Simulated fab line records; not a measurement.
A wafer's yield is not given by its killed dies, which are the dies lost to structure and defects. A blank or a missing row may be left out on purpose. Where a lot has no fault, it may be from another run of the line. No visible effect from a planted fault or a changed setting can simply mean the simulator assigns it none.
Split-lot experiment    flow ritCmos    23 wafers read across 5 lots, on a route 202 steps long

THE SPLIT ITSELF
At RIT_GATE_EXPOSE_13 (exposes mask M6, target cd 150 nm), the setting doseMj was moved away from the recipe's 380 on 7 of the 23 wafers read, by -6.1% to +6.9%. This setting was run at the recipe's value on the other wafers.

FROM THE SPLIT TO THE READING: what the file shows between them, 6 steps
- RIT_GATE_PEB_14
- RIT_GATE_DEVELOP_15: develop time 50 s
- RIT_GATE_CD_MEAS_16: target cd 150 nm
- RIT_GATE_HARDBAKE_18: time 60 s
- RIT_GATE_ETCH_19: etches poly-Si in SF6/CHF3/O2, stops on SiO2, time 165 s, target depth 312.5 nm
- RIT_GATE_STRIP_20: strips in O2, time 180 s

THE READING
cdNm (nm) at RIT_GATE_CD_MEAS_90, where the cd target is 150 nm. Typical for fault-free wafers on this fab line: 149.9 nm, with standard deviation 2.1 nm.

wafer   tool, chamber at the split  doseMj as run  against the recipe  cdNm, nm  against lot-mates on the recipe
L078.2  ilineStepper-02, 0          380            recipe              149.8     -
L078.3  ilineStepper-02, 0          357            -6.1%               182.8     +33.5
L078.4  ilineStepper-02, 0          380            recipe              151.1     -
L078.5  ilineStepper-02, 0          380            recipe              146.9     -
L078.6  ilineStepper-02, 0          357            -6.1%               178.0     +28.7
L079.2  ilineStepper-02, 0          380            recipe              151.8     -
L079.3  ilineStepper-02, 0          380            recipe              152.5     -
L079.6  ilineStepper-02, 0          380            recipe              147.8     -
L080.1  ilineStepper-01, 0          406.3          +6.9%               120.0     -31.2
L080.2  ilineStepper-01, 0          380            recipe              153.6     -
L080.4  ilineStepper-01, 0          380            recipe              148.8     -
L080.5  ilineStepper-01, 0          406.3          +6.9%               114.5     -36.7
L080.6  ilineStepper-01, 0          406.3          +6.9%               114.5     -36.7
L083.1  ilineStepper-01, 0          395.6          +4.1%               130.5     -18.2
L083.2  ilineStepper-01, 0          380            recipe              148.7     -
L083.3  ilineStepper-01, 0          395.6          +4.1%               128.3     -20.4
L083.4  ilineStepper-01, 0          380            recipe              149.8     -
L083.6  ilineStepper-01, 0          380            recipe              147.6     -
L084.2  ilineStepper-01, 0          380            recipe              147.1     -
L084.3  ilineStepper-01, 0          380            recipe              148.4     -
L084.4  ilineStepper-01, 0          380            recipe              148.8     -
L084.5  ilineStepper-01, 0          380            recipe              148.1     -
L084.6  ilineStepper-01, 0          380            recipe              147.2     -

FIT RESULTS
A straight line over all 23 wafers: cdNm changes by -4.9 nm for each +1% of doseMj; r = -0.99; the points scatter about the line by 2.2 nm.
The same after taking each lot's own level away (the mean of its wafers on the recipe; 23 wafers): -5.04 nm for each +1%; r = -0.99; scatter 1.9 nm.
According to that fit, moving doseMj by its largest amount changes the reading by 35 nm.
From 147.92 to 151.20 nm: that is the span of the lots' own levels, equal to 1.6 times the standard deviation above.
The two slopes agree, so the slope changes little with the lot-to-lot level.
Check: for one of the wafers moved furthest among these (+6.9%), held out of the fit, the line's prediction against its lot-mates is -35.6 nm. It came out at -31.2 nm against them.

THE OTHER SPLITS THESE WAFERS WENT THROUGH
These wafers also went through other splits before the reading. Each is held against what the fit with the lots' levels taken away leaves over:
other split on the same wafers  wafers away from the commonest value  r with cdNm (lot level and that fit taken away)
RIT_GATE_COAT_11 spinRpm        7                                     -0.54

THE WHOLE CHAIN: every reading that the file lists as answering this split, in the file's order
step                 what it does                                                                     reading                                                                     change (the file's fit)               r (the file's)
RIT_GATE_CD_MEAS_16  target cd 150 nm                                                                 cdNm                                                                        -5.02 nm for each +1% of the setting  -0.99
RIT_GATE_ETCH_19     etches poly-Si in SF6/CHF3/O2, stops on SiO2, time 165 s, target depth 312.5 nm  GATE.cdNm (the simulator's own value, which no gauge read)                  -5.01 nm for each +1% of the setting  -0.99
RIT_GATE_CD_MEAS_90  target cd 150 nm                                                                 cdNm                                                                        -5.01 nm for each +1% of the setting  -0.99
RIT_M1_PROBE_99                                                                                       etest.pmosTurned.rOnOhmUm (the simulator's own value, which no gauge read)  -122 for each +1% of the setting      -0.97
RIT_M1_PROBE_99                                                                                       etest.pmos_0p15.rOnOhmUm (the simulator's own value, which no gauge read)   -118 for each +1% of the setting      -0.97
RIT_M1_PROBE_99                                                                                       etest.pmos_0p3.rOnOhmUm (the simulator's own value, which no gauge read)    -64.3 for each +1% of the setting     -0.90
RIT_M1_PROBE_99                                                                                       etest.pmos_0p15.driveUaUm (the simulator's own value, which no gauge read)  +15.6 for each +1% of the setting     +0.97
RIT_M1_PROBE_99                                                                                       etest.nmos_0p15.driveUaUm (the simulator's own value, which no gauge read)  +23 for each +1% of the setting       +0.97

THE FILE'S OWN FIT
cdNm changes by -5.01 nm for each +1% of doseMj, r = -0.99.
